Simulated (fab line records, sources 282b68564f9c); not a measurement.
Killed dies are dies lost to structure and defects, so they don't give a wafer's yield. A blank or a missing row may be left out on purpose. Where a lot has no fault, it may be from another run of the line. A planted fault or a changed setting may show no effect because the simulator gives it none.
The tool behind it: which one? / flow rit-cmos / 14 lots, 42 wafers sampled, at 2 steps of a route of 202

WHAT THE GAUGES READ, wafer by wafer
RIT_SPACER_THK_MEAS_04.
lot=L439; measured=day 3 03:01; on=film-metro-01; SPACER_NITRIDE_THK (nm)=250.9 250.3 251.2
lot=L440; measured=day 3 09:07; on=film-metro-04; SPACER_NITRIDE_THK (nm)=249.4 250.3 250.3
lot=L441; measured=day 3 14:21; on=film-metro-01; SPACER_NITRIDE_THK (nm)=251.4 252.2 252.4
lot=L442; measured=day 3 20:36; on=film-metro-04; SPACER_NITRIDE_THK (nm)=252.7 251.0 249.5
lot=L443; measured=day 3 23:14; on=film-metro-02; SPACER_NITRIDE_THK (nm)=248.2 249.7 249.6
lot=L444; measured=day 4 03:44; on=film-metro-04; SPACER_NITRIDE_THK (nm)=252.9 252.7 251.5
lot=L445; measured=day 4 11:26; on=film-metro-04; SPACER_NITRIDE_THK (nm)=249.9 249.4 251.9
lot=L447; measured=day 4 18:07; on=film-metro-04; SPACER_NITRIDE_THK (nm)=253.7 250.7 254.1
lot=L449; measured=day 5 07:06; on=film-metro-01; SPACER_NITRIDE_THK (nm)=252.2 253.4 252.7
lot=L450; measured=day 5 10:01; on=film-metro-04; SPACER_NITRIDE_THK (nm)=252.9 254.7 254.6
lot=L451; measured=day 5 14:50; on=film-metro-01; SPACER_NITRIDE_THK (nm)=340.5 337.6 340.3
lot=L452; measured=day 5 21:30; on=film-metro-02; SPACER_NITRIDE_THK (nm)=338.4 337.7 338.9
lot=L459; measured=day 7 10:47; on=film-metro-02; SPACER_NITRIDE_THK (nm)=249.6 250.1 251.3
lot=L461; measured=day 7 23:43; on=film-metro-04; SPACER_NITRIDE_THK (nm)=247.2 247.2 244.7

WHICH TOOL RAN EACH LOT (tool, then ch and the chambers of the sampled wafers, then the start)
lot=L439; RIT_SPACER_CVD_03=lpcvd-02 ch 1, day 3 00:08
lot=L440; RIT_SPACER_CVD_03=lpcvd-02 ch 0, day 3 07:12
lot=L441; RIT_SPACER_CVD_03=lpcvd-02 ch 1, day 3 12:26
lot=L442; RIT_SPACER_CVD_03=lpcvd-01 ch 1, day 3 17:43
lot=L443; RIT_SPACER_CVD_03=lpcvd-02 ch 1, day 3 21:19
lot=L444; RIT_SPACER_CVD_03=lpcvd-01 ch 1, day 4 01:49
lot=L445; RIT_SPACER_CVD_03=lpcvd-01 ch 1, day 4 09:30
lot=L447; RIT_SPACER_CVD_03=lpcvd-02 ch 1, day 4 16:11
lot=L449; RIT_SPACER_CVD_03=lpcvd-01 ch 1, day 5 04:13
lot=L450; RIT_SPACER_CVD_03=lpcvd-01 ch 1, day 5 08:05
lot=L451; RIT_SPACER_CVD_03=lpcvd-02 ch 0, day 5 12:53
lot=L452; RIT_SPACER_CVD_03=lpcvd-02 ch 0, day 5 19:34
lot=L459; RIT_SPACER_CVD_03=lpcvd-01 ch 0, day 7 08:52
lot=L461; RIT_SPACER_CVD_03=lpcvd-01 ch 1, day 7 21:47
- RIT_SPACER_CVD_03: deposits Si3N4 from SiH2Cl2/NH3, target thk 250 nm, time 3300 s.

WHAT THE TOOLS THEMSELVES READ (means of the sampled wafers that have a number; where no wafer has one, the mark that the record gives instead)
RIT_SPACER_CVD_03.
lot=L439; tool=lpcvd-02; nh3-flow-sccm (sccm)=150.1
lot=L440; tool=lpcvd-02; nh3-flow-sccm (sccm)=149.7
lot=L441; tool=lpcvd-02; nh3-flow-sccm (sccm)=150.2
lot=L442; tool=lpcvd-01; nh3-flow-sccm (sccm)=149.8
lot=L443; tool=lpcvd-02; nh3-flow-sccm (sccm)=149.7
lot=L444; tool=lpcvd-01; nh3-flow-sccm (sccm)=150.7
lot=L445; tool=lpcvd-01; nh3-flow-sccm (sccm)=149.9
lot=L447; tool=lpcvd-02; nh3-flow-sccm (sccm)=149.6
lot=L449; tool=lpcvd-01; nh3-flow-sccm (sccm)=149.7
lot=L450; tool=lpcvd-01; nh3-flow-sccm (sccm)=150.1
lot=L451; tool=lpcvd-02; nh3-flow-sccm (sccm)=225.2
lot=L452; tool=lpcvd-02; nh3-flow-sccm (sccm)=224.9
lot=L459; tool=lpcvd-01; nh3-flow-sccm (sccm)=150.6
lot=L461; tool=lpcvd-01; nh3-flow-sccm (sccm)=149.8

THE ANSWER, worked out from the rows above alone
Rule: the lots themselves supply what counts as usual. Put in order of their means at a reading, lots are off if they are a third of the lots or fewer, leave a main group of 4 or more, and stand apart from it by a gap of 3 or more times the standard deviation of the main group's means; of several such gaps the widest counts. A main group is skipped when, at the precision printed for the reading in the tables above, its means are all equal. A lot without any number at a reading at which 4 lots or more have one is off too. All remaining lots with rows at the step are treated as sound. Order of review: gauges by route order, followed by the tools' own readings, for which a lot's mean as printed above is used. The first step at which some lot is off is used, and at that step the reading that is off furthest; a lot without a number counts as furthest.
Off: at RIT_SPACER_THK_MEAS_04 (SPACER_NITRIDE_THK), L451, L452. The main group has a mean of 251.0 nm with a standard deviation of 1.9.
A tool fits if, at a process step before that reading, it ran every lot that is off, and no sound lot after the first of them. The gauges at RIT_SPACER_THK_MEAS_04 aren't tried: what is off there is off at RIT_SPACER_CVD_03 too, on other tools, and a gauge's error can't cause that. One fits: RIT_SPACER_CVD_03 on lpcvd-02. Its last sound lot is L447 (day 4 16:11), its first lot that is off L451 (day 5 12:53): a fault that began between those two fits.
On the lots that are off, the tool's own readings at RIT_SPACER_CVD_03 differ by more than 5 times the standard deviation of the sound lots' means, which bears it out; nh3-flow-sccm reads 225.1 sccm there versus 150.0 sccm on the sound lots.

WHAT HAD BEEN PUT IN BY THE SIMULATOR
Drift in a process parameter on lpcvd-02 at RIT_SPACER_CVD_03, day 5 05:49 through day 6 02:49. From 150, the setting nh3-flow-sccm moved by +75. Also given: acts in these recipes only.
Struck lots among those shown: L451, L452. The rule above reached the same finding.
